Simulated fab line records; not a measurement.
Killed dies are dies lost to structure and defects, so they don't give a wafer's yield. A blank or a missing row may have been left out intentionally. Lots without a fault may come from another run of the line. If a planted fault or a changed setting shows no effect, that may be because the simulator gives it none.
fab line records | flow rit-cmos
[record] lots = 15 | wafers = 45 | last-day = 7
route steps=202 shown CONTACT@175
lots that met no fault: from a run of the same line without faults
start-h: the number of hours between the record's first day and the start of the first shown wafer of the lot | wait-h: hours from the lot's prior step to this one | " same as the row above | L1.1+2: several wafers, shown together as one row | - no value, or no start given | * or withheld: withheld | < > ~ a bound
route shown NAME@n: a module of which the file shows steps, and the number in the route of the first | usual: mean and standard deviation over wafers with no fault | same: alike in all rows | chamber/n: place in a boat | sites: each site's reading | _std_site: the standard deviation of these | _edge_site: mean of outer sites minus mean of inner sites | radius-mm: how far each site lies from the wafer's centre | mask NAME#n: copy n | behind: the last tool/chamber to shape the wafer | hold: the reason the lot was held/the length of the hold in hours/how it ended | device: whichever transistor did not switch (one of n, p or np) | end of line: at the end of the route, the tests of the same wafers | step lacking rows: just its recipe | killed: dies that structure and defects cost at the first sort, which is not the same as the wafer's yield | map: shows each die of a wafer: x if killed, . if not, _ if none is there
set.NAME: the setting the step ran with; set.NAME@STEP: the setting that earlier step ran with | model.NAME: the simulator's own value behind a step, which no gauge read
route steps across a sampled set of lots; one table per step, one row per wafer
[[steps]]
[step RIT_CONTACT_DEVELOP_07]
[recipe] resist = NOVOLAK | develop-time-s = 120 | dev-temp-c = 23
[usual] chill-plate-temp-C = 22.99/0.1 | develop-time-s = 120/0
lot.wafer | tool           | chamber | start-h | wait-h | chill-plate-temp-C | develop-time-s
L519.1    | litho-track-03 | 0       | 56      | -      | 22.86              | 120
L519.2    | "              | 0       | "       | "      | 22.90              | 120
L519.4    | "              | 0       | "       | "      | 22.81              | 120
L520.1    | litho-track-03 | 0       | 62      | -      | 23.07              | 120
L520.4    | "              | 0       | "       | "      | 23.20              | 120
L520.6    | "              | 0       | "       | "      | 23.15              | 120
L521.2    | litho-track-04 | 0       | 66      | -      | 23.00              | 120
L521.3    | "              | 0       | "       | "      | 23.04              | 120
L521.5    | "              | 0       | 67      | -      | 22.99              | 120
L522.1    | litho-track-04 | 0       | 68      | -      | 23.08              | 120
L522.3    | "              | 0       | "       | "      | 22.94              | 120
L522.6    | "              | 0       | "       | "      | 23.12              | 120
L525.4    | litho-track-04 | 0       | 83      | -      | 23.04              | 120
L525.5    | "              | 0       | "       | "      | 23.02              | 120
L525.6    | "              | 0       | 84      | -      | 22.95              | 120
L526.4    | litho-track-04 | 0       | 87      | -      | 23.11              | 120
L526.5    | "              | 0       | "       | "      | 22.97              | 120
L526.6    | "              | 0       | "       | "      | 23.06              | 120
L527.2    | litho-track-01 | 0       | 96      | -      | 23.04              | 120
L527.3    | "              | 0       | "       | "      | 23.15              | 120
L527.4    | "              | 0       | "       | "      | 23.15              | 120
L528.2    | litho-track-03 | -       | 98      | -      | -                  | -
L528.5    | "              | -       | "       | "      | -                  | -
L528.6    | "              | -       | "       | "      | -                  | -
L529.1    | litho-track-01 | -       | 105     | -      | -                  | -
L529.2    | "              | -       | "       | "      | -                  | -
L529.4    | "              | -       | "       | "      | -                  | -
L530.3    | litho-track-04 | -       | 107     | -      | -                  | -
L530.4    | "              | -       | "       | "      | -                  | -
L530.5    | "              | -       | "       | "      | -                  | -
L535.3    | litho-track-03 | 0       | 136     | -      | 23.02              | 120
L535.5    | "              | 0       | "       | "      | 23.05              | 120
L535.6    | "              | 0       | "       | "      | 23.11              | 120
L537.2    | litho-track-03 | 0       | 146     | -      | 22.92              | 120
L537.5    | "              | 0       | "       | "      | 22.87              | 120
L537.6    | "              | 0       | "       | "      | 22.88              | 120
L539.1    | litho-track-01 | 0       | 156     | -      | 23.04              | 120
L539.3    | "              | 0       | "       | "      | 23.05              | 120
L539.4    | "              | 0       | "       | "      | 22.96              | 120
L540.3    | litho-track-04 | 0       | 158     | -      | 23.17              | 120
L540.4    | "              | 0       | "       | "      | 23.02              | 120
L540.6    | "              | 0       | "       | "      | 23.01              | 120
L542.1    | litho-track-04 | 0       | 168     | -      | 22.82              | 120
L542.4    | "              | 0       | "       | "      | 22.99              | 120
L542.5    | "              | 0       | "       | "      | 23.01              | 120
[[key]]
[first-sign] step = RIT_CONTACT_DEVELOP_07 | reading = tool-record | direction = missing
effect none on later readings
met-at RIT_CONTACT_DEVELOP_07
struck-lots L528,L529,L530
later-rows-left-out L528.2,L528.5,L528.6,L529.1,L529.2,L529.4,L530.3,L530.4,L530.5
sort-left-out L528.2,L528.5,L528.6,L529.1,L529.2,L529.4,L530.3,L530.4,L530.5
tester-left-out L528,L529,L530
onset-between 96 98
[fault] kind = skipped-step-whole | tool = litho-track-01,litho-track-03,litho-track-04 | chamber = - | onset-h = 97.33 | steps = RIT_CONTACT_DEVELOP_07 | scope = struck-lots-only
// tester-left-out: of these lots the tester's yield and bins aren't shown, on N5 and GAA mostly nor the transistor test; their killed dies are dies lost to structure and defects alone, not to doping, threshold or leakage, so they don't give the yield
// sort-left-out: the simulated sort isn't trusted on such a fault, so these wafers' sort isn't shown, and their yield isn't known
// later-rows-left-out: the simulator's readings of these wafers behind a module that went badly wrong aren't trusted and aren't shown, but for the sort
